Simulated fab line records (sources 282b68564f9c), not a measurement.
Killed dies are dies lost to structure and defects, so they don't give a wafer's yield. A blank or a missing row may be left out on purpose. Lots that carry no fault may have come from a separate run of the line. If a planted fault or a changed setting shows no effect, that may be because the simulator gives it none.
Which tool was responsible? + flow rit_cmos + at 1 step of a route of 202, 14 lots with 42 wafers sampled

== WHAT THE GAUGES READ, wafer by wafer ==
No reading from a measuring or inspecting step in the record can be judged against a usual standard deviation.

== WHAT TOOL EACH LOT RAN ON (gives the tool, then ch and the chambers of the sampled wafers, and finally the start) ==
| lot  | RIT_CONTACT_PEB_06               |
|------|----------------------------------|
| L333 | litho_track-04 ch 0, day 3 02:29 |
| L334 | litho_track-02 ch 0, day 3 07:59 |
| L335 | litho_track-04 ch 0, day 3 14:09 |
| L338 | litho_track-04 ch 0, day 4 03:32 |
| L339 | litho_track-04 ch 0, day 4 10:00 |
| L340 | litho_track-04 ch 0, day 4 15:04 |
| L342 | litho_track-03 ch 0, day 5 01:45 |
| L347 | litho_track-03, day 6 07:17      |
| L348 | litho_track-04, day 6 10:55      |
| L349 | litho_track-02 ch 0, day 6 21:07 |
| L353 | litho_track-04 ch 0, day 7 14:34 |
| L354 | litho_track-03 ch 0, day 7 19:34 |
| L355 | litho_track-04 ch 0, day 8 00:12 |
| L356 | litho_track-03 ch 0, day 8 04:17 |
- RIT_CONTACT_PEB_06

== WHAT THE TOOLS THEMSELVES READ (means of the sampled wafers that have a number; where no wafer has one, the mark that the record gives instead) ==
RIT_CONTACT_PEB_06.
| lot  | tool           | exhaust_pa (Pa) |
|------|----------------|-----------------|
| L333 | litho_track-04 | 45.1            |
| L334 | litho_track-02 | 44.5            |
| L335 | litho_track-04 | 44.7            |
| L338 | litho_track-04 | 45.0            |
| L339 | litho_track-04 | 44.6            |
| L340 | litho_track-04 | 44.9            |
| L342 | litho_track-03 | 43.9            |
| L347 | litho_track-03 | -               |
| L348 | litho_track-04 | -               |
| L349 | litho_track-02 | 45.0            |
| L353 | litho_track-04 | 44.8            |
| L354 | litho_track-03 | 44.9            |
| L355 | litho_track-04 | 45.3            |
| L356 | litho_track-03 | 43.7            |

== THE ANSWER, worked out from the rows above alone ==
Rule: the usual values come from the lots themselves. Put in order of their means at a reading, lots are off if they are a third of the lots or fewer, leave a main group of 4 or more, and stand apart from it by a gap of 3 or more times the standard deviation of the main group's means; of several such gaps the widest counts. The tables above print the reading to a certain number of digits; a main group whose means all agree to those digits is not used. Also off: a lot with no number at a reading for which 4 or more lots have one. All remaining lots with rows at the step are treated as sound. Order of review: gauges by route order, followed by the tools' own readings, for which a lot's mean as printed above is used. The first step at which some lot is off is used, and at that step the reading that is off furthest; a lot without a number counts as furthest.
Off: L347, L348, at RIT_CONTACT_PEB_06 (exhaust_pa). Without a number there: L347, L348. Mean 44.7 Pa and standard deviation 0.45 in the main group.
A tool fits if, at that step or a process step before it, it ran every lot that is off, and no sound lot after the first of them. No candidate that was tried fits.

== WHAT HAD BEEN PUT IN BY THE SIMULATOR ==
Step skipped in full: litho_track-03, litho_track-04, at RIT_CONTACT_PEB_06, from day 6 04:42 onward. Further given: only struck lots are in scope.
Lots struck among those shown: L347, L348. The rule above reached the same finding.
